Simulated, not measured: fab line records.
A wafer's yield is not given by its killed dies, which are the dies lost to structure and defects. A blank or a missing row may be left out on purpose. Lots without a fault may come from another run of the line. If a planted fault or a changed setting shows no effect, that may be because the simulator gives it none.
One fault through the eyes of 2 desks | flow berkeley_cmos170 | each desk holds nothing but its own numbers, with what lay behind them at the end

## FOR THE TOOL OWNER'S DESK: rie_metal-01
The tool's own readings at UCB170_M3_METAL_ETCH_18 (etches Al in Cl2/BCl3, stops on SiO2, target depth 1170 nm, time 195 s): means of the sampled wafers that have a number, for each lot that ran on this tool. Marked OUT: a lot whose mean sits more than 4 standard deviations from the usual mean, which makes it out of limits; the brackets give that distance.
Columns: A = bcl3_flow_sccm at UCB170_M3_METAL_ETCH_18, usual 45.01 sccm; B = drypump_motor_current_A at UCB170_M3_METAL_ETCH_18, usual 5.6 A; C = mfc_cl2_sccm at UCB170_M3_METAL_ETCH_18, usual 89.99 sccm; D = oes_product_au at UCB170_M3_METAL_ETCH_18, usual 0.855 a.u.; E = throttle_valve_pct at UCB170_M3_METAL_ETCH_18, usual 24.43 %
lot  | first seen here | A     | B   | C     | D     | E
L697 | day 8 16:20     | 45.01 | 5.5 | 90.30 | 0.860 | 24.63
L709 | day 11 14:39    | 45.08 | 5.2 | 89.75 | 0.848 | 24.62
L710 | day 11 19:05    | 45.16 | 5.5 | 89.86 | 0.850 | 24.64
Result from this desk: across the 3 lots, nothing is out of limits.

## THE METROLOGY DESK
Means of the sampled wafers that have a number, per lot and without regard to the tool the lot ran on: this is what the gauges read. Marked OUT: a lot whose mean sits more than 4 standard deviations from the usual mean, which makes it out of limits; the brackets give that distance.
Columns: A = cd_nm at UCB170_V1_CD_MEAS_12, usual 700.5 nm; B = V1_OVL at UCB170_V1_OVL_MEAS_13, usual -2 nm
lot  | first seen here | A     | B
L696 | day 8 05:27     | 699.5 | -1
L697 | day 8 07:14     | 699.3 | -4
L698 | day 8 15:03     | 699.9 | -11
L709 | day 11 05:04    | 701.6 | -13
L711 | day 11 07:35    | 700.6 | 4
L710 | day 11 09:18    | 703.8 | -10
L715 | day 12 04:21    | 701.9 | -0
L712 | day 12 09:04    | 699.2 | -7
L714 | day 12 16:25    | 699.4 | 3
L713 | day 12 16:41    | 700.0 | 3
L719 | day 13 05:17    | 702.2 | 8
L718 | day 13 19:18    | 699.8 | -10
Result from this desk: across the 12 lots, nothing is out of limits.

## ALL TOGETHER
Nothing out of limits was seen by the tool owner's desk.
From the metrology desk's view, nothing was out of limits.

## WHAT THE SIMULATOR HAD PUT IN
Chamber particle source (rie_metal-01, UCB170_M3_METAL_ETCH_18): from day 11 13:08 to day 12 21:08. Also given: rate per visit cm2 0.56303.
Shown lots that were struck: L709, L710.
